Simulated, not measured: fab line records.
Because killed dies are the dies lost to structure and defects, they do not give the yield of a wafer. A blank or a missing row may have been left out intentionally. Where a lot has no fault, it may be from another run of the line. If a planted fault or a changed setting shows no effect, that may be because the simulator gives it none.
fab line records	flow rit_cmos
record lots=16	wafers=48	last_day=6
route steps=202 shown NLDD@111
lots that met no fault: from a run of the same line without faults
start_h: start of the lot's first displayed wafer, in hours after the record's first day	wait_h: hours from the lot's prior step to this one	" same as the row above	L1.1+2: a single row standing in for several wafers	- no value present, or no start provided	* or withheld: withheld	< > ~ a bound
route shown NAME@n: names a module that has steps shown in the file, with the first one's number in the route	usual: mean/standard deviation of fault-free wafers	same: alike in all rows	chamber/n: place in a boat	sites: each site's reading	_std_site: standard deviation across them	_edge_site: outer sites' mean less inner sites'	radius_mm: for every site, how far away it sits from the centre of the wafer	mask NAME#n: copy n	behind: the last tool/chamber to shape the wafer	hold: cause of the lot's hold/its duration in hours/its outcome	device: the n, p or np transistor that did not switch	end of line: tests of these same wafers at the route's end	for a step that has no rows: nothing shown but its recipe	killed: the dies lost at the first sort to structure and to defects; this is not the yield of the wafer	map: per-die view of a wafer (x killed, . not killed, _ where there is no die)
set.NAME: setting as actually run; set.NAME@STEP: the setting as run at that earlier step	model.NAME: the simulator's own value behind a step, which no gauge read
route steps across a sampled set of lots; one table per step, one row per wafer
services: from which hour (start_h, from the record's first day; less than 0 if before it) a tool's chamber was out of use, for how many hours, and why
## steps
# step RIT_NLDD_IMPLANT_08
# recipe species=P	energy_kev=20	dose_cm2=5e+14	tilt_deg=7
# usual implant_ion_amu=31/0
lot.wafer	tool	chamber	start_h	wait_h	implant_ion_amu
L791.1	implanter-01	0	48.20	0.1	31
L791.4	"	0	"	"	31
L791.6	"	0	"	"	31
L792.2	implanter-01	0	53.42	0.1	31
L792.3	"	0	"	"	31
L792.4	"	0	"	"	31
L793.2	implanter-01	0	55.43	0.1	31
L793.3	"	0	"	"	31
L793.5	"	0	"	"	31
L794.2	implanter-01	0	63.04	0.1	31
L794.4	"	0	"	"	31
L794.6	"	0	"	"	31
L795.3	implanter-03	0	70.87	0.1	31
L795.4	"	0	"	"	31
L795.5	"	0	"	"	31
L796.2	implanter-02	0	71.09	0.1	31
L796.4	"	0	"	"	31
L796.5	"	0	"	"	31
L797.1	implanter-01	0	74.24	0.1	31
L797.4	"	0	"	"	31
L797.5	"	0	"	"	31
L798.1	implanter-01	0	82.66	0.1	31
L798.2	"	0	"	"	31
L798.6	"	0	"	"	31
L799.3	implanter-01	0	84.19	0.1	31
L799.5	"	0	"	"	31
L799.6	"	0	"	"	31
L800.1	implanter-01	0	91.89	0.1	31
L800.3	"	0	"	"	31
L800.4	"	0	"	"	31
L801.2	implanter-03	0	99.47	0.1	31
L801.3	"	0	"	"	31
L801.5	"	0	"	"	31
L802.1	implanter-01	0	101.85	0.1	31
L802.3	"	0	"	"	31
L802.5	"	0	"	"	31
L803.1	implanter-01	0	103.54	0.1	11
L803.2	"	0	"	"	11
L803.6	"	0	"	"	11
L804.1	implanter-01	0	112.05	0.1	11
L804.3	"	0	"	"	11
L804.4	"	0	"	"	11
L805.2	implanter-02	0	118.09	0.1	11
L805.4	"	0	"	"	11
L805.6	"	0	"	"	11
L806.3	implanter-03	0	126.82	0.1	11
L806.5	"	0	"	"	11
L806.6	"	0	"	"	11
# step RIT_NLDD_TW_MEAS_10
# usual NLDD_TW=2488/18
lot.wafer	tool	chamber	start_h	wait_h	NLDD_TW
L791.1	film_metro-02	-	48.53	0.1	2503
L791.4	"	-	"	"	2512
L791.6	"	-	"	"	2518
L792.2	film_metro-03	-	53.73	0.1	2490
L792.3	"	-	"	"	2490
L792.4	"	-	"	"	2508
L793.2	film_metro-01	-	55.74	0.1	2471
L793.3	"	-	"	"	2475
L793.5	"	-	"	"	2475
L794.2	film_metro-01	-	63.35	0.1	2467
L794.4	"	-	"	"	2472
L794.6	"	-	"	"	2462
L795.3	film_metro-01	-	71.17	0.1	2466
L795.4	"	-	"	"	2458
L795.5	"	-	"	"	2471
L796.2	film_metro-02	-	71.40	0.1	2509
L796.4	"	-	"	"	2510
L796.5	"	-	"	"	2513
L797.1	film_metro-03	-	74.56	0.1	2489
L797.4	"	-	"	"	2485
L797.5	"	-	"	"	2477
L798.1	film_metro-01	-	82.98	0.1	2466
L798.2	"	-	"	"	2462
L798.6	"	-	"	"	2464
L799.3	film_metro-03	-	84.48	0.1	2470
L799.5	"	-	"	"	2495
L799.6	"	-	"	"	2490
L800.1	film_metro-01	-	92.21	0.1	2457
L800.3	"	-	"	"	2468
L800.4	"	-	"	"	2466
L801.2	film_metro-01	-	99.78	0.1	2469
L801.3	"	-	"	"	2463
L801.5	"	-	"	"	2466
L802.1	film_metro-03	-	102.17	0.1	2477
L802.3	"	-	"	"	2498
L802.5	"	-	"	"	2492
L803.1	film_metro-03	-	103.87	0.1	1338
L803.2	"	-	"	"	1332
L803.6	"	-	"	"	1329
L804.1	film_metro-03	-	112.37	0.1	1334
L804.3	"	-	"	"	1340
L804.4	"	-	"	"	1331
L805.2	film_metro-01	-	118.40	0.1	1308
L805.4	"	-	"	"	1311
L805.6	"	-	"	"	1314
L806.3	film_metro-01	-	127.12	0.1	1323
L806.5	"	-	"	"	1326
L806.6	"	-	"	"	1330
# step RIT_SDANNEAL_RS_MEAS_07
# recipe thk_meas_gauge=four-point-probe
# usual NLDD_RS=151.3/0.49
lot.wafer	tool	chamber	start_h	wait_h	NLDD_RS[ohm/sq]
L791.1	film_metro-03	-	56.42	0.1	151.0
L791.4	"	-	"	"	151.2
L791.6	"	-	"	"	150.9
L792.2	film_metro-03	-	63.05	0.1	150.2
L792.3	"	-	"	"	150.8
L792.4	"	-	"	"	150.9
L793.2	film_metro-01	-	66.58	0.1	151.8
L793.3	"	-	"	"	151.2
L793.5	"	-	"	"	151.2
L794.2	film_metro-03	-	73.22	0.1	150.6
L794.4	"	-	"	"	150.9
L794.6	"	-	"	"	151.4
L795.3	film_metro-03	-	79.30	0.1	151.7
L795.4	"	-	"	"	152.2
L795.5	"	-	"	"	151.5
L796.2	film_metro-01	-	80.60	0.1	151.3
L796.4	"	-	"	"	151.4
L796.5	"	-	"	"	151.6
L797.1	film_metro-03	-	82.90	0.1	151.7
L797.4	"	-	"	"	151.8
L797.5	"	-	"	"	152.4
L798.1	film_metro-01	-	91.70	0.1	150.5
L798.2	"	-	"	"	151.1
L798.6	"	-	"	"	151.4
L799.3	film_metro-02	-	92.49	0.1	150.8
L799.5	"	-	"	"	151.1
L799.6	"	-	"	"	150.7
L800.1	film_metro-03	-	100.10	0.1	150.4
L800.3	"	-	"	"	150.8
L800.4	"	-	"	"	150.2
L801.2	film_metro-01	-	107.94	0.1	152.0
L801.3	"	-	"	"	151.8
L801.5	"	-	"	"	151.8
L802.1	film_metro-03	-	111.23	0.1	151.9
L802.3	"	-	"	"	152.0
L802.5	"	-	"	"	151.4
L803.1	film_metro-02	-	112.07	0.1	81.6
L803.2	"	-	"	"	81.6
L803.6	"	-	"	"	81.7
L804.1	film_metro-03	-	120.29	0.1	81.4
L804.3	"	-	"	"	81.4
L804.4	"	-	"	"	81.4
L805.2	film_metro-03	-	126.47	0.1	81.3
L805.4	"	-	"	"	81.6
L805.6	"	-	"	"	81.5
L806.3	film_metro-01	-	134.97	0.1	81.6
L806.5	"	-	"	"	81.6
L806.6	"	-	"	"	81.6
## services
tool	chamber	start_h	hours	kind
implanter-02	-	38.81	0.6	repair
implanter-02	-	51.31	1.7	repair
implanter-03	-	53.99	5.0	repair
implanter-02	-	57.66	3.1	repair
implanter-01	-	66.37	3.4	repair
## key
first_sign step=RIT_NLDD_IMPLANT_08	reading=implant_ion_amu	direction=down	sigmas=99+	usual=31	struck=11
effect step=RIT_NLDD_TW_MEAS_10	reading=NLDD_TW	direction=down	sigmas=64	usual=2488	struck=1326
effect step=RIT_SDANNEAL_RS_MEAS_07	reading=NLDD_RS	direction=down	sigmas=99+	usual=151.3	struck=81.5
met_at RIT_NLDD_IMPLANT_08
struck_lots L803,L804,L805,L806
sort_left_out L803.1,L803.2,L803.6,L804.1,L804.3,L804.4,L805.2,L805.4,L805.6,L806.3,L806.5,L806.6
tester_left_out L803,L804,L805,L806
onset_between 101.85 103.54
fault kind=wrong_recipe_download	tool=implanter-01,implanter-02,implanter-03	chamber=-	onset_h=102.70	steps=RIT_NLDD_IMPLANT_08	wrong_recipe.not_listed=1
# tester_left_out: of these lots the tester's yield and bins aren't shown, on N5 and GAA mostly nor the transistor test; their killed dies are dies lost to structure and defects alone, not to doping, threshold or leakage, so they don't give the yield
# sort_left_out: the simulated sort isn't trusted on such a fault, so these wafers' sort isn't shown, and their yield isn't known
